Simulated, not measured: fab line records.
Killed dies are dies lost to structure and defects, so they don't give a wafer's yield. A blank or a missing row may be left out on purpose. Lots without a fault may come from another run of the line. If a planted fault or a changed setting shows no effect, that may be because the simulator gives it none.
Problem report, 8D (eight disciplines) form, completed by code | flow rit_cmos | the parts of the form that need people (team, actions taken, sign-off) are left out

## 1. THE ISSUE
Mean of spin_speed_rpm at RIT_ACTIVE_COAT_06: 3526.1 rpm across 9 wafers in 3 lots; on wafers with no fault it is 3249.7 rpm (standard deviation 2.8). Relative to the usual mean, that is a shift of +99 standard deviations.
The step: resist thk 1000 nm.
Earliest sighting: wafer L851.1 on litho_track-02 at day 5 08:47. Wafers with a number at this step in the record: 45, from 15 lots. By rule, "out" or "out of limits" means more than 4 standard deviations away from the usual mean. Any other wafer with a number is counted as sound.

## 2. WHAT IT IS; WHAT IT IS NOT
question                    | is                     | is not
which readings at this step | spin_speed_rpm         | dispense_pressure_kPa
which lots                  | L851, L852, L853       | L833, L834, L836, L837, L838, L839, L840, L842, L843, L844, L854, L856
which wafers of those lots  | all that have a number | -
read on which tools         | litho_track-02         | litho_track-03, litho_track-04
when                        | from day 5 08:47       | up to then (30 sound wafers); but 6 sound wafers of L854, L856 came after

## 3. SUSPECTS, AND WHAT RULES EACH OUT
Counting: a tool at a process step up to the reading stays a suspect if it ran every lot that is out and no sound lot after the first of them.
- litho_track-02 at RIT_ACTIVE_COAT_06 (resist thk 1000 nm): kept. Every lot that is out went through it, starting with L851 (day 5 08:47), and after that it ran no sound lot; the last sound lot it ran before then is L844 (day 3 23:51). Its own readings are out on those wafers: spin_speed_rpm.
After counting, what remains is litho_track-02 at RIT_ACTIVE_COAT_06.

## 4. THE CAUSE (what the simulator had put in)
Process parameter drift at RIT_ACTIVE_COAT_06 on litho_track-02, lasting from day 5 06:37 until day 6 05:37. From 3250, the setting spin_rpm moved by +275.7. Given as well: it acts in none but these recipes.
Counting left only this tool.

## 5. THE CHAIN OF EFFECTS, in route order
One row per reading whose mean, taken over the struck wafers that have a number, lies over 3 standard deviations from the usual. Readings are gone through only where the record gives a usual standard deviation; hours: the median, over the lots, of the time from a lot's start at the first step in this table giving one to that lot's start at this step; sigmas: the change measured in usual standard deviations.
hours | step               | reading        | usual      | on struck wafers | change | sigmas
0     | RIT_ACTIVE_COAT_06 | spin_speed_rpm | 3249.7 rpm | 3526.1           | +276.4 | +99
Its process steps:
- RIT_ACTIVE_COAT_06: resist thk 1000 nm.
At these later measuring or inspecting steps, every struck wafer for which the step has a row has a number for every such reading, and none has moved that far: RIT_M1_THK_MEAS_02.

## 6. WHAT WOULD HAVE CAUGHT IT SOONER
2 hours passed between the start of the fault at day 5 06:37 and the first reading out of limits in this record, taken at day 5 08:47.
